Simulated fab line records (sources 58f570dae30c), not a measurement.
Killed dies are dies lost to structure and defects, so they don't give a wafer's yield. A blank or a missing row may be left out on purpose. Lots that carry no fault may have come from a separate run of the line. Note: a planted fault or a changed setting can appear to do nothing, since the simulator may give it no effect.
Which tool was responsible? || flow berkeley cmos170 || 14 lots, 42 wafers sampled, at 3 steps of a route of 331

WHAT THE GAUGES SHOWED, per wafer
UCB170_NSD_TW_MEAS_10. Usual: NSD_TW typically reads 4211, with standard deviation 22.
{"lot": "L725", "measured": "day 8 11:25", "on": "film metro-01", "NSD_TW": "4233 4222 4212", "flag": ""}
{"lot": "L726", "measured": "day 8 16:23", "on": "film metro-01", "NSD_TW": "4251 4253 4234", "flag": ""}
{"lot": "L728", "measured": "day 9 03:10", "on": "film metro-03", "NSD_TW": "4199 4205 4221", "flag": ""}
{"lot": "L729", "measured": "day 9 03:01", "on": "film metro-02", "NSD_TW": "4186 4189 4202", "flag": ""}
{"lot": "L732", "measured": "day 10 00:31", "on": "film metro-03", "NSD_TW": "4215 4202 4231", "flag": ""}
{"lot": "L733", "measured": "day 10 00:26", "on": "film metro-02", "NSD_TW": "4180 4169 4189", "flag": ""}
{"lot": "L735", "measured": "day 10 00:55", "on": "film metro-03", "NSD_TW": "4211 4219 4218", "flag": ""}
{"lot": "L736", "measured": "day 10 00:19", "on": "film metro-01", "NSD_TW": "4232 4243 4255", "flag": ""}
{"lot": "L741", "measured": "day 11 06:53", "on": "film metro-02", "NSD_TW": "4215 4210 4194", "flag": ""}
{"lot": "L743", "measured": "day 11 17:53", "on": "film metro-03", "NSD_TW": "4219 4213 4215", "flag": ""}
{"lot": "L745", "measured": "day 11 17:59", "on": "film metro-01", "NSD_TW": "4234 4232 4209", "flag": ""}
{"lot": "L746", "measured": "day 12 08:19", "on": "film metro-03", "NSD_TW": "4205 4220 4205", "flag": ""}
{"lot": "L747", "measured": "day 12 08:40", "on": "film metro-02", "NSD_TW": "4192 4199 4198", "flag": ""}
{"lot": "L748", "measured": "day 12 20:03", "on": "film metro-01", "NSD_TW": "4235 4240 4210", "flag": ""}

WHAT TOOL EACH LOT RAN ON (gives the tool, then ch and the chambers of the sampled wafers, and finally the start)
{"lot": "L725", "UCB170_ZERO_STRIP_07": "plasma asher-02 ch 0,1, day 1 23:29", "UCB170_PWELL_ETCH_14": "rie diel-03 ch 0,3, day 3 14:10"}
{"lot": "L726", "UCB170_ZERO_STRIP_07": "plasma asher-04 ch 0,1, day 2 06:22", "UCB170_PWELL_ETCH_14": "rie diel-03 ch 1,2, day 4 07:35"}
{"lot": "L728", "UCB170_ZERO_STRIP_07": "plasma asher-02 ch 0,1, day 2 20:58", "UCB170_PWELL_ETCH_14": "rie diel-01 ch 1,2,3, day 4 17:18"}
{"lot": "L729", "UCB170_ZERO_STRIP_07": "plasma asher-04 ch 0,1, day 2 21:02", "UCB170_PWELL_ETCH_14": "rie diel-04 ch 1,2, day 4 17:02"}
{"lot": "L732", "UCB170_ZERO_STRIP_07": "plasma asher-04 ch 1, day 3 14:59", "UCB170_PWELL_ETCH_14": "rie diel-04 ch 0,2,3, day 5 05:31"}
{"lot": "L733", "UCB170_ZERO_STRIP_07": "plasma asher-01 ch 0,1, day 3 21:30", "UCB170_PWELL_ETCH_14": "rie diel-03 ch 0,1, day 5 15:13"}
{"lot": "L735", "UCB170_ZERO_STRIP_07": "plasma asher-01 ch 0,1, day 4 03:13", "UCB170_PWELL_ETCH_14": "rie diel-04 ch 2,3, day 5 15:00"}
{"lot": "L736", "UCB170_ZERO_STRIP_07": "plasma asher-02 ch 0,1, day 4 03:28", "UCB170_PWELL_ETCH_14": "rie diel-01 ch 0,1,3, day 5 14:47"}
{"lot": "L741", "UCB170_ZERO_STRIP_07": "plasma asher-01 ch 0,1, day 5 06:03", "UCB170_PWELL_ETCH_14": "rie diel-04 ch 0,1,2, day 6 16:03"}
{"lot": "L743", "UCB170_ZERO_STRIP_07": "plasma asher-01 ch 0,1, day 5 18:11", "UCB170_PWELL_ETCH_14": "rie diel-03 ch 0,2,3, day 7 02:57"}
{"lot": "L745", "UCB170_ZERO_STRIP_07": "plasma asher-04 ch 0,1, day 5 22:20", "UCB170_PWELL_ETCH_14": "rie diel-04 ch 0,1,3, day 7 03:41"}
{"lot": "L746", "UCB170_ZERO_STRIP_07": "plasma asher-04 ch 0,1, day 6 02:46", "UCB170_PWELL_ETCH_14": "rie diel-03 ch 1,3, day 7 16:31"}
{"lot": "L747", "UCB170_ZERO_STRIP_07": "plasma asher-04 ch 0,1, day 6 12:17", "UCB170_PWELL_ETCH_14": "rie diel-04 ch 0,3, day 7 22:10"}
{"lot": "L748", "UCB170_ZERO_STRIP_07": "plasma asher-02 ch 0,1, day 6 17:02", "UCB170_PWELL_ETCH_14": "rie diel-03 ch 0,1,3, day 8 03:05"}
- UCB170_ZERO_STRIP_07: strips in O2.
- UCB170_PWELL_ETCH_14: etches Si3N4 in CH3F/Ar/O2, stops on SiO2, target depth 242 nm, time 151 s.

WHAT THE TOOLS THEMSELVES READ (means of the sampled wafers that have a number; where no wafer has one, the mark that the record gives instead)
UCB170_ZERO_STRIP_07. Usual: drypump motor current A 5.9 A, standard deviation 0.44; o2 flow sccm 399.7 sccm, standard deviation 1.2; oes product au 0.728 a.u., standard deviation 0.0048; strip time to endpoint s 21.53 s, standard deviation 0.056.
{"lot": "L725", "tool": "plasma asher-02", "drypump motor current A (A)": 6.3, "o2 flow sccm (sccm)": 400.3, "oes product au (a.u.)": 0.724, "strip time to endpoint s (s)": 21.48, "flag": ""}
{"lot": "L726", "tool": "plasma asher-04", "drypump motor current A (A)": 5.4, "o2 flow sccm (sccm)": 400.3, "oes product au (a.u.)": 0.728, "strip time to endpoint s (s)": 21.48, "flag": ""}
{"lot": "L728", "tool": "plasma asher-02", "drypump motor current A (A)": 6.3, "o2 flow sccm (sccm)": 398.9, "oes product au (a.u.)": 0.732, "strip time to endpoint s (s)": 21.57, "flag": ""}
{"lot": "L729", "tool": "plasma asher-04", "drypump motor current A (A)": 5.4, "o2 flow sccm (sccm)": 399.9, "oes product au (a.u.)": 0.731, "strip time to endpoint s (s)": 21.48, "flag": ""}
{"lot": "L732", "tool": "plasma asher-04", "drypump motor current A (A)": 5.5, "o2 flow sccm (sccm)": 398.5, "oes product au (a.u.)": 0.724, "strip time to endpoint s (s)": 21.48, "flag": ""}
{"lot": "L733", "tool": "plasma asher-01", "drypump motor current A (A)": 6.1, "o2 flow sccm (sccm)": 399.6, "oes product au (a.u.)": 0.729, "strip time to endpoint s (s)": 21.62, "flag": ""}
{"lot": "L735", "tool": "plasma asher-01", "drypump motor current A (A)": 5.8, "o2 flow sccm (sccm)": 399.2, "oes product au (a.u.)": 0.730, "strip time to endpoint s (s)": 21.51, "flag": ""}
{"lot": "L736", "tool": "plasma asher-02", "drypump motor current A (A)": 6.2, "o2 flow sccm (sccm)": 399.9, "oes product au (a.u.)": 0.724, "strip time to endpoint s (s)": 21.52, "flag": ""}
{"lot": "L741", "tool": "plasma asher-01", "drypump motor current A (A)": 6.1, "o2 flow sccm (sccm)": 334.3, "oes product au (a.u.)": 0.711, "strip time to endpoint s (s)": 22.53, "flag": "OFF"}
{"lot": "L743", "tool": "plasma asher-01", "drypump motor current A (A)": 6.1, "o2 flow sccm (sccm)": 333.2, "oes product au (a.u.)": 0.708, "strip time to endpoint s (s)": 22.59, "flag": "OFF"}
{"lot": "L745", "tool": "plasma asher-04", "drypump motor current A (A)": 5.4, "o2 flow sccm (sccm)": 399.9, "oes product au (a.u.)": 0.730, "strip time to endpoint s (s)": 21.62, "flag": ""}
{"lot": "L746", "tool": "plasma asher-04", "drypump motor current A (A)": 5.4, "o2 flow sccm (sccm)": 399.8, "oes product au (a.u.)": 0.725, "strip time to endpoint s (s)": 21.58, "flag": ""}
{"lot": "L747", "tool": "plasma asher-04", "drypump motor current A (A)": 5.4, "o2 flow sccm (sccm)": 401.9, "oes product au (a.u.)": 0.730, "strip time to endpoint s (s)": 21.54, "flag": ""}
{"lot": "L748", "tool": "plasma asher-02", "drypump motor current A (A)": 6.2, "o2 flow sccm (sccm)": 400.7, "oes product au (a.u.)": 0.729, "strip time to endpoint s (s)": 21.50, "flag": ""}

UCB170_PWELL_ETCH_14. Usual: drypump motor current A 5.5 A, standard deviation 0.59; mfc ar sccm 50.00 sccm, standard deviation 0.15; oes product au 0.943 a.u., standard deviation 0.019; throttle valve pct 8.07 %, standard deviation 0.13.
{"lot": "L725", "tool": "rie diel-03", "drypump motor current A (A)": 5.2, "mfc ar sccm (sccm)": 49.98, "oes product au (a.u.)": 0.966, "throttle valve pct (%)": 8.13, "flag": ""}
{"lot": "L726", "tool": "rie diel-03", "drypump motor current A (A)": 6.4, "mfc ar sccm (sccm)": 50.04, "oes product au (a.u.)": 0.959, "throttle valve pct (%)": 8.00, "flag": ""}
{"lot": "L728", "tool": "rie diel-01", "drypump motor current A (A)": 5.3, "mfc ar sccm (sccm)": 50.01, "oes product au (a.u.)": 0.946, "throttle valve pct (%)": 8.16, "flag": ""}
{"lot": "L729", "tool": "rie diel-04", "drypump motor current A (A)": 5.2, "mfc ar sccm (sccm)": 49.96, "oes product au (a.u.)": 0.917, "throttle valve pct (%)": 8.04, "flag": ""}
{"lot": "L732", "tool": "rie diel-04", "drypump motor current A (A)": 5.1, "mfc ar sccm (sccm)": 49.89, "oes product au (a.u.)": 0.933, "throttle valve pct (%)": 8.08, "flag": ""}
{"lot": "L733", "tool": "rie diel-03", "drypump motor current A (A)": 6.1, "mfc ar sccm (sccm)": 50.22, "oes product au (a.u.)": 0.956, "throttle valve pct (%)": 8.05, "flag": ""}
{"lot": "L735", "tool": "rie diel-04", "drypump motor current A (A)": 5.1, "mfc ar sccm (sccm)": 50.05, "oes product au (a.u.)": 0.914, "throttle valve pct (%)": 8.05, "flag": ""}
{"lot": "L736", "tool": "rie diel-01", "drypump motor current A (A)": 5.5, "mfc ar sccm (sccm)": 50.00, "oes product au (a.u.)": 0.944, "throttle valve pct (%)": 8.06, "flag": ""}
{"lot": "L741", "tool": "rie diel-04", "drypump motor current A (A)": 5.1, "mfc ar sccm (sccm)": 50.06, "oes product au (a.u.)": 0.930, "throttle valve pct (%)": 8.04, "flag": ""}
{"lot": "L743", "tool": "rie diel-03", "drypump motor current A (A)": 5.5, "mfc ar sccm (sccm)": 49.85, "oes product au (a.u.)": 0.953, "throttle valve pct (%)": 8.07, "flag": ""}
{"lot": "L745", "tool": "rie diel-04", "drypump motor current A (A)": 5.2, "mfc ar sccm (sccm)": 50.13, "oes product au (a.u.)": 0.932, "throttle valve pct (%)": 8.09, "flag": ""}
{"lot": "L746", "tool": "rie diel-03", "drypump motor current A (A)": 5.3, "mfc ar sccm (sccm)": 49.90, "oes product au (a.u.)": 0.956, "throttle valve pct (%)": 8.18, "flag": ""}
{"lot": "L747", "tool": "rie diel-04", "drypump motor current A (A)": 5.2, "mfc ar sccm (sccm)": 49.81, "oes product au (a.u.)": 0.921, "throttle valve pct (%)": 8.13, "flag": ""}
{"lot": "L748", "tool": "rie diel-03", "drypump motor current A (A)": 5.5, "mfc ar sccm (sccm)": 49.92, "oes product au (a.u.)": 0.959, "throttle valve pct (%)": 8.11, "flag": ""}

THE ANSWER, worked out from the rows above alone
Rule: a lot counts as off when the mean over its wafers that have a number is more than 3 standard deviations away from the usual mean. Also off: a lot with no number at a reading for which 4 or more lots have one. The other lots that the step has rows for count as sound. Order of review: gauges by route order, followed by the tools' own readings, for which a lot's mean as printed above is used. At the first step where some lot is off, the reading lying furthest off is the one used; lots without a number count as furthest.
Off at UCB170_ZERO_STRIP_07 (o2 flow sccm): L741, L743.
If a tool, at that step or one of the process steps before it, ran each lot that is off and ran no sound lot following the first of them, it fits. One candidate fits, namely plasma asher-01 at UCB170_ZERO_STRIP_07. Its last sound lot is L735 (day 4 03:13), its first lot that is off L741 (day 5 06:03): a fault that began between those two fits.
The tool's own readings at UCB170_ZERO_STRIP_07 bear it out: on the lots that are off they differ by more than 5 times the standard deviation of the sound lots' means. o2 flow sccm reads 333.8 sccm there against 399.9 sccm on the sound lots; oes product au reads 0.710 a.u. there against 0.728 a.u. on the sound lots; strip time to endpoint s reads 22.56 s there against 21.53 s on the sound lots.

WHAT THE SIMULATOR HAD INSERTED
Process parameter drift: plasma asher-01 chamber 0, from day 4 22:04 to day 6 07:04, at UCB170_ZERO_STRIP_07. Setting o2 flow sccm, moved by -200, from 400. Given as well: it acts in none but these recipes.
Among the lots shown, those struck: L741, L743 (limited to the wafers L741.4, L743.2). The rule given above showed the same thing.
